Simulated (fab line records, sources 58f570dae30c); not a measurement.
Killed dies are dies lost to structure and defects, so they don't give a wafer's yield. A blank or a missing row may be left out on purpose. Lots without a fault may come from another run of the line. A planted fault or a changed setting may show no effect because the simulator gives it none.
Chamber matching | flow berkeley_cmos170 | UCB170_GATE_ETCH_15 on rie_si-01: 4 sister chambers
The step etches poly-Si in HBr/Cl2, stops on SiO2, time 56.3 s, target depth 278.2 nm. 4 wafers are shown with their chamber, then 7 later ones without.

WAFERS WITH THEIR CHAMBER
wafer  | chamber | throttle_valve_pct (%)
L782.6 | 0       | 27.0
L784.2 | 3       | 26.7
L789.1 | 1       | 25.8
L789.4 | 2       | 26.2

WAFERS WITHOUT THEIR CHAMBER
wafer  | throttle_valve_pct (%)
L789.6 | 26.7
L788.4 | 27.0
L788.5 | 27.0
L788.6 | 26.8
L793.1 | 25.8
L793.2 | 27.0
L793.6 | 26.7

WHICH CHAMBER EACH WENT THROUGH
wafer  | from the rows above | in truth
L789.6 | 3                   | 3
L788.4 | 0                   | 0
L788.5 | 0                   | 0
L788.6 | 3                   | 3
L793.1 | 1                   | 1
L793.2 | 0                   | 0
L793.6 | 3                   | 3
Placed correctly: 7 of 7. Can't be placed from these rows: 0. Placed wrongly: 0.
How it was worked out, from the rows above alone: a wafer's distance from a chamber is the root of the sum, over the readings, of the square of ((its reading less the chamber's mean) divided by the reading's scatter). The wafer belongs to the nearest chamber; if the next one is less than 2 further off, it can't be placed. A chamber's mean is the mean of its shown wafers. The scatter: with one shown wafer a chamber, the root of the mean of the squares of how far each hidden wafer lies from its nearest shown one.
